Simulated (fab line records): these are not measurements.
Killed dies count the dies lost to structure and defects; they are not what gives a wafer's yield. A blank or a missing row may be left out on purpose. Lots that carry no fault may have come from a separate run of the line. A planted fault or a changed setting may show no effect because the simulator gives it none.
Which tool was responsible? | flow ritCmos | 14 lots with 42 wafers sampled at 2 steps, on a route of 202 steps

## WHAT THE GAUGES READ, wafer by wafer
RIT_ACTIVE_CD_MEAS_90: target cd 1400 nm. Usual: cdNm at 1400.7 nm, with a standard deviation of 2.5.
lot  | measured    | on       | cdNm (nm)            | flag
L477 | day 1 20:02 | cdSem-02 | 1397.4 1397.1 1397.1 | 
L478 | day 2 01:06 | cdSem-02 | 1399.5 1398.1 1398.6 | 
L479 | day 2 06:01 | cdSem-02 | 1401.5 1401.3 1401.9 | 
L480 | day 2 11:08 | cdSem-01 | 1401.5 1400.4 1401.1 | 
L483 | day 3 02:04 | cdSem-02 | 1398.8 1400.3 1399.6 | 
L485 | day 3 12:08 | cdSem-02 | - - -                | OFF
L486 | day 3 17:46 | cdSem-02 | - - -                | OFF
L491 | day 4 18:40 | cdSem-02 | 1397.4 1402.1 1399.6 | 
L492 | day 5 01:34 | cdSem-02 | 1397.8 1398.6 1397.1 | 
L494 | day 5 09:02 | cdSem-01 | 1401.5 1401.5 1402.1 | 
L495 | day 5 14:13 | cdSem-01 | 1402.3 1401.4 1402.3 | 
L497 | day 6 00:02 | cdSem-02 | 1402.2 1401.5 1399.7 | 
L498 | day 6 05:26 | cdSem-01 | 1397.5 1395.4 1397.9 | 
L499 | day 6 10:08 | cdSem-02 | 1402.3 1402.2 1403.7 | 

## WHAT TOOL EACH LOT RAN ON (gives the tool, then ch and the chambers of the sampled wafers, and finally the start)
lot  | RIT_ACTIVE_ETCH_13
L477 | rieDiel-03 ch 1,2,3, day 1 19:43
L478 | rieDiel-04 ch 3, day 2 00:43
L479 | rieDiel-02 ch 0,3, day 2 05:43
L480 | rieDiel-03 ch 0,1, day 2 10:50
L483 | rieDiel-03 ch 1,2,3, day 3 01:44
L485 | rieDiel-02 ch 0,3, day 3 11:50
L486 | rieDiel-04 ch 0,2,3, day 3 17:26
L491 | rieDiel-04 ch 0,1, day 4 18:21
L492 | rieDiel-04 ch 0,2, day 5 01:14
L494 | rieDiel-02 ch 0,1, day 5 08:43
L495 | rieDiel-03 ch 0,2,3, day 5 13:55
L497 | rieDiel-02 ch 1,2, day 5 23:43
L498 | rieDiel-04 ch 1,2,3, day 6 05:08
L499 | rieDiel-03 ch 0,1,2, day 6 09:50
- RIT_ACTIVE_ETCH_13: etches Si3N4 in SF6, stops on SiO2, time 210 s, target depth 210 nm.

## WHAT THE TOOLS THEMSELVES READ (means of the sampled wafers that have a number; where no wafer has one, the mark that the record gives instead)
RIT_ACTIVE_ETCH_13. Usual: SF6_flow_sccm 199.9 sccm, standard deviation 0.58; chamberPressureMTorr 260.01 mTorr, standard deviation 0.24; drypumpMotorCurrentA 5.9 A, standard deviation 0.48; oesProductAu 0.814 a.u., standard deviation 0.012; throttleValvePct 7.54 %, standard deviation 0.18.
lot  | tool       | SF6_flow_sccm (sccm) | chamberPressureMTorr (mTorr) | drypumpMotorCurrentA (A) | oesProductAu (a.u.) | throttleValvePct (%) | flag
L477 | rieDiel-03 | 199.8                | 259.87                       | 5.7                      | 0.813               | 7.50                 | 
L478 | rieDiel-04 | 198.9                | 259.93                       | 6.1                      | 0.818               | 7.38                 | 
L479 | rieDiel-02 | 199.2                | 259.85                       | 5.6                      | 0.810               | 7.60                 | 
L480 | rieDiel-03 | 200.0                | 260.02                       | 5.4                      | 0.823               | 7.68                 | 
L483 | rieDiel-03 | 199.8                | 259.97                       | 5.7                      | 0.804               | 7.50                 | 
L485 | rieDiel-02 | -                    | -                            | -                        | -                   | -                    | OFF
L486 | rieDiel-04 | -                    | -                            | -                        | -                   | -                    | OFF
L491 | rieDiel-04 | 200.3                | 260.08                       | 6.1                      | 0.805               | 7.61                 | 
L492 | rieDiel-04 | 200.2                | 259.86                       | 5.7                      | 0.809               | 7.55                 | 
L494 | rieDiel-02 | 200.2                | 260.13                       | 6.4                      | 0.821               | 7.44                 | 
L495 | rieDiel-03 | 200.6                | 259.82                       | 5.6                      | 0.810               | 7.61                 | 
L497 | rieDiel-02 | 199.6                | 260.11                       | 6.5                      | 0.831               | 7.55                 | 
L498 | rieDiel-04 | 199.8                | 259.76                       | 6.1                      | 0.821               | 7.42                 | 
L499 | rieDiel-03 | 199.9                | 260.00                       | 5.7                      | 0.817               | 7.54                 | 

## THE ANSWER, worked out from the rows above alone
Rule: a lot is off if the mean of its wafers that have a number lies more than 3 standard deviations from the usual mean. A lot without any number at a reading at which 4 lots or more have one is off too. The other lots that the step has rows for count as sound. First the gauges in route order, then the tools' own readings, where a lot's mean is used as printed above. The first step at which some lot is off is used, and at that step the reading that is off furthest; a lot without a number counts as furthest.
Off at RIT_ACTIVE_CD_MEAS_90 (cdNm): L485, L486. Without a number there: L485, L486.
If a tool, at a process step before that reading, ran all the lots that are off and no sound lot after the first of them, it fits. The gauges at RIT_ACTIVE_CD_MEAS_90 aren't tried: what is off there is off at RIT_ACTIVE_ETCH_13 too, on other tools, and a gauge's error can't cause that. No candidate that was tried fits.

## WHAT THE SIMULATOR HAD INSERTED
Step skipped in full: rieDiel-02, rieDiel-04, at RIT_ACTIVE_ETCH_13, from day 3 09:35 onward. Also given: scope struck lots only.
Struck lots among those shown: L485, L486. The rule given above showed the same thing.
